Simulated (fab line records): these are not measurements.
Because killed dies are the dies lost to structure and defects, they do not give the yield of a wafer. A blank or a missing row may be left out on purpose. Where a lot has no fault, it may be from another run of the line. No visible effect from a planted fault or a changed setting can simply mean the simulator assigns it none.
Which tool did it?	flow berkeleyCmos170	42 wafers from 14 lots sampled at 5 of the route's 331 steps

## WHAT THE GAUGES READ, wafer by wafer
UCB170_PLDD_CD_MEAS_06: the cd target is 1200 nm.
lot	measured	on	cdNm (nm)
L477	day 7 17:27	cdSem-02	1201.5 1199.4 1202.1
L476	day 7 16:05	cdSem-01	1199.7 1199.4 1199.7
L480	day 7 21:23	cdSem-02	1198.7 1199.7 1199.2
L479	day 7 20:41	cdSem-02	1199.0 1200.0 1200.3
L482	day 9 09:00	cdSem-02	1200.9 1199.7 1199.0
L490	day 11 00:55	cdSem-01	1200.8 1201.9 1202.3
L491	day 11 01:10	cdSem-02	1198.4 1199.6 1200.4
L492	day 11 01:13	cdSem-01	1201.5 1200.7 1200.7
L493	day 11 01:35	cdSem-02	1199.7 1198.5 1198.9
L495	day 11 17:57	cdSem-02	1199.2 1199.1 1199.5
L498	day 11 18:07	cdSem-01	1200.1 1200.1 1201.6
L497	day 11 18:14	cdSem-02	1199.6 1200.0 1200.1

UCB170_PSD_CD_MEAS_06: the cd target is 1200 nm.
lot	measured	on	cdNm (nm)
L477	day 8 04:40	cdSem-02	1200.2 1199.1 1198.5
L476	day 8 04:10	cdSem-01	1197.6 1197.6 1199.4
L480	day 8 04:44	cdSem-01	1200.9 1199.5 1200.3
L479	day 8 04:34	cdSem-01	1203.1 1204.6 1205.3
L482	day 9 18:34	cdSem-01	1200.2 1198.2 1200.4
L490	day 11 20:55	cdSem-01	1199.1 1199.0 1199.2
L491	day 11 21:02	cdSem-01	1197.3 1196.6 1197.1
L492	day 11 21:11	cdSem-02	1198.3 1197.5 1198.7
L493	day 11 21:19	cdSem-02	1200.6 1200.1 1201.2
L495	day 12 06:01	cdSem-02	1200.6 1201.3 1201.6
L498	day 12 06:23	cdSem-02	1200.8 1200.1 1201.1
L497	day 12 06:08	cdSem-01	1201.2 1202.6 1202.7

UCB170_SDANNEAL_RS_MEAS_05: measures by four-point-probe.
lot	measured	on	NLDD_RS (ohm/sq)
L477	day 8 12:01	filmMetro-02	615.8 614.7 617.7
L476	day 8 10:48	filmMetro-02	615.1 613.8 614.5
L480	day 8 12:10	filmMetro-01	615.6 615.2 616.2
L479	day 8 11:17	filmMetro-02	614.2 615.0 615.7
L482	day 9 22:37	filmMetro-01	617.9 617.3 617.4
L490	day 12 02:34	filmMetro-03	618.0 616.5 617.4
L491	day 12 03:05	filmMetro-03	617.0 615.8 617.9
L492	day 12 02:55	filmMetro-02	615.2 614.4 613.8
L493	day 12 03:26	filmMetro-02	615.8 615.1 617.5
L495	day 12 10:18	filmMetro-02	617.4 618.7 615.6
L498	day 12 10:46	filmMetro-01	617.9 615.6 618.4
L497	day 12 10:34	filmMetro-03	616.9 616.0 616.0

## EACH LOT AND THE TOOL THAT RAN IT (in order: tool; ch and the chambers of the sampled wafers; start)
lot	UCB170_NWELL_ETCH_13	UCB170_NWELL_STRIP_15
L477	rieDiel-01 ch 0,1,3, day 2 14:30	plasmaAsher-03 ch 0,1, day 2 14:46
L476	rieDiel-02 ch 0,1,3, day 2 15:03	plasmaAsher-03 ch 0,1, day 2 15:19
L480	rieDiel-04 ch 0,3, day 3 03:23	plasmaAsher-04 ch 0,1, day 3 03:38
L479	rieDiel-01 ch 0,3, day 3 03:27	plasmaAsher-03 ch 0,1, day 3 03:43
L482	rieDiel-04 ch 0,2,3, day 3 23:16	plasmaAsher-03 ch 0,1, day 3 23:31
L486	rieDiel-04 ch 1,2,3, day 4 19:13	plasmaAsher-02 ch 0,1, day 4 19:28
L488	rieDiel-04 ch 0,2,3, day 5 00:21	plasmaAsher-03 ch 0,1, day 5 00:36
L490	rieDiel-02 ch 2,3, day 5 15:18	plasmaAsher-04 ch 0,1, day 5 15:33
L491	rieDiel-02 ch 0,2, day 6 00:06	plasmaAsher-02 ch 0,1, day 6 00:22
L492	rieDiel-01 ch 1,2,3, day 6 00:43	plasmaAsher-03 ch 0,1, day 6 00:58
L493	rieDiel-01 ch 0,1,3, day 6 14:31	plasmaAsher-03 ch 0,1, day 6 14:46
L495	rieDiel-02 ch 1,2,3, day 6 18:35	plasmaAsher-04 ch 0,1, day 6 18:50
L498	rieDiel-02 ch 0,1,2, day 7 00:23	plasmaAsher-02 ch 0,1, day 7 00:38
L497	rieDiel-01 ch 0,1,2, day 7 01:08	plasmaAsher-04 ch 0,1, day 7 01:23
- UCB170_NWELL_ETCH_13: etches Si3N4 in CH3F/Ar/O2, stops on SiO2, target depth 246.4 nm, time 154 s.
- UCB170_NWELL_STRIP_15: strips in O2.

## WHAT THE TOOLS THEMSELVES READ (means of the sampled wafers that have a number; where no wafer has one, the mark that the record gives instead)
UCB170_NWELL_ETCH_13.
lot	tool	chamberPressureMTorr (mTorr)	drypumpMotorCurrentA (A)	oesProductAu (a.u.)	rfFwdPowerW (W)	throttleValvePct (%)
L477	rieDiel-01	50.03	5.8	0.952	447.4	8.21
L476	rieDiel-02	49.99	6.3	0.957	448.0	8.00
L480	rieDiel-04	49.98	5.5	0.943	447.1	8.08
L479	rieDiel-01	50.06	6.4	0.959	445.9	8.25
L482	rieDiel-04	50.03	5.8	0.935	448.1	8.06
L486	rieDiel-04	49.94	5.8	0.940	375.8	7.98
L488	rieDiel-04	49.97	5.8	0.935	375.3	8.07
L490	rieDiel-02	49.98	6.4	0.945	448.5	7.95
L491	rieDiel-02	49.99	6.1	0.947	447.1	8.15
L492	rieDiel-01	49.96	5.6	0.951	447.9	8.19
L493	rieDiel-01	49.98	5.9	0.960	448.7	8.20
L495	rieDiel-02	49.98	6.4	0.930	448.8	8.02
L498	rieDiel-02	49.97	6.2	0.955	447.2	8.11
L497	rieDiel-01	50.01	5.7	0.955	448.2	8.25

UCB170_NWELL_STRIP_15.
lot	tool	chamberPressureMTorr (mTorr)	drypumpMotorCurrentA (A)	oesProductAu (a.u.)	stripTimeToEndpointS (s)
L477	plasmaAsher-03	3498	5.7	0.723	18.10
L476	plasmaAsher-03	3499	5.6	0.721	18.08
L480	plasmaAsher-04	3499	5.2	0.724	18.19
L479	plasmaAsher-03	3498	5.8	0.722	18.01
L482	plasmaAsher-03	3500	5.8	0.721	18.01
L486	plasmaAsher-02	3500	5.9	0.725	18.29
L488	plasmaAsher-03	3501	5.6	0.721	18.31
L490	plasmaAsher-04	3502	5.2	0.723	18.10
L491	plasmaAsher-02	3501	5.9	0.724	18.04
L492	plasmaAsher-03	3503	5.6	0.720	17.87
L493	plasmaAsher-03	3498	5.6	0.719	18.06
L495	plasmaAsher-04	3499	5.2	0.717	18.15
L498	plasmaAsher-02	3499	5.9	0.721	18.02
L497	plasmaAsher-04	3499	5.3	0.721	17.99

## THE ANSWER, worked out from the rows above alone
Rule: the usual values come from the lots themselves. The widest of any qualifying gaps counts: lots, ordered by their means at a reading, are off when they make up no more than a third of the lots, leave a main group of 4 or more, and stand apart from it by 3 or more times the standard deviation of that group's means. Not used: any main group whose means are identical at the precision the tables above print for the reading. A lot without any number at a reading at which 4 lots or more have one is off too. The other lots that the step has rows for count as sound. Order of review: gauges by route order, followed by the tools' own readings, for which a lot's mean as printed above is used. At the first step where some lot is off, the reading lying furthest off is the one used; lots without a number count as furthest.
Off: L486, L488 (UCB170_NWELL_ETCH_13, rfFwdPowerW). Main group: mean 447.7 W, sd 0.8.
A tool fits if, at that step or a process step before it, it ran every lot that is off, and no sound lot after the first of them. One candidate fits, namely rieDiel-04 at UCB170_NWELL_ETCH_13. Its last sound lot is L482 (day 3 23:16), its first lot that is off L486 (day 4 19:13): a fault that began between those two fits.
On the lots that are off, the tool's own readings at UCB170_NWELL_ETCH_13 differ by more than 5 times the standard deviation of the sound lots' means, which bears it out; rfFwdPowerW reads 375.6 W there versus 447.7 W on the sound lots.

## WHAT WAS PUT IN BY THE SIMULATOR
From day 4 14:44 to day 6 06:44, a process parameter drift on rieDiel-04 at UCB170_NWELL_ETCH_13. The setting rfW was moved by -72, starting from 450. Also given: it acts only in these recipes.
Struck lots among those shown: L486, L488. The rule above found the same.
